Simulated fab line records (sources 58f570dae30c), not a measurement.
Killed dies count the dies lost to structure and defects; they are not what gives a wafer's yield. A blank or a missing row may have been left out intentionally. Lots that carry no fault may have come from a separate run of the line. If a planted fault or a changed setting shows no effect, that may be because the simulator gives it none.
A single fault, viewed from 2 desks -- flow berkeley_cmos170 -- what lay behind the numbers comes last; until then each desk has only its own

## FROM THE METROLOGY DESK
Lot by lot, what the gauges showed, no matter which tool ran the lot: averages of those sampled wafers that carry a number. A lot is out of limits, marked OUT, if its mean lies more than 4 standard deviations from the usual mean; the brackets give that distance.
Columns: A = GATE_POLY_THK at UCB170_GATE_THK_MEAS_05, usual 212.7 nm; B = cd_nm at UCB170_GATE_CD_MEAS_12, usual 349.7 nm; C = GATE_OVL at UCB170_GATE_OVL_MEAS_13, usual -2 nm
lot,first seen here,A,B,C
L480,day 7 16:28,209.7,350.5,-5
L483,day 8 08:57,211.5,350.7,1
L485,day 9 03:51,217.9,348.1,-3
L491,day 9 17:59,212.0,349.9,2
L492,day 10 12:19,212.9,348.7,-7
This desk found nothing out of limits on any of the 5 lots.

## DESK OF THE TOOL OWNER: rie_si-01
The tool's own readings at UCB170_GATE_ETCH_15 (etches poly-Si in HBr/Cl2, stops on SiO2, time 56.3 s, target depth 278.2 nm): means of the sampled wafers that have a number, for each lot that ran on this tool. A lot is out of limits, marked OUT, if its mean lies more than 4 standard deviations from the usual mean; the brackets give that distance.
Columns: A = drypump_motor_current_A at UCB170_GATE_ETCH_15, usual 5.6 A; B = oes_product_au at UCB170_GATE_ETCH_15, usual 0.831 a.u.; C = throttle_valve_pct at UCB170_GATE_ETCH_15, usual 26.45 %
lot,first seen here,A,B,C
L480,day 7 18:39,5.8,0.822,26.39
L483,day 8 10:20,5.8,0.824,26.39
L485,day 9 06:10,5.6,0.846,26.42
This desk found nothing out of limits on any of the 3 lots.

## BROUGHT TOGETHER
From the metrology desk's view, nothing was out of limits.
The desk of the tool owner found nothing out of limits.

## WHAT THE SIMULATOR PUT IN
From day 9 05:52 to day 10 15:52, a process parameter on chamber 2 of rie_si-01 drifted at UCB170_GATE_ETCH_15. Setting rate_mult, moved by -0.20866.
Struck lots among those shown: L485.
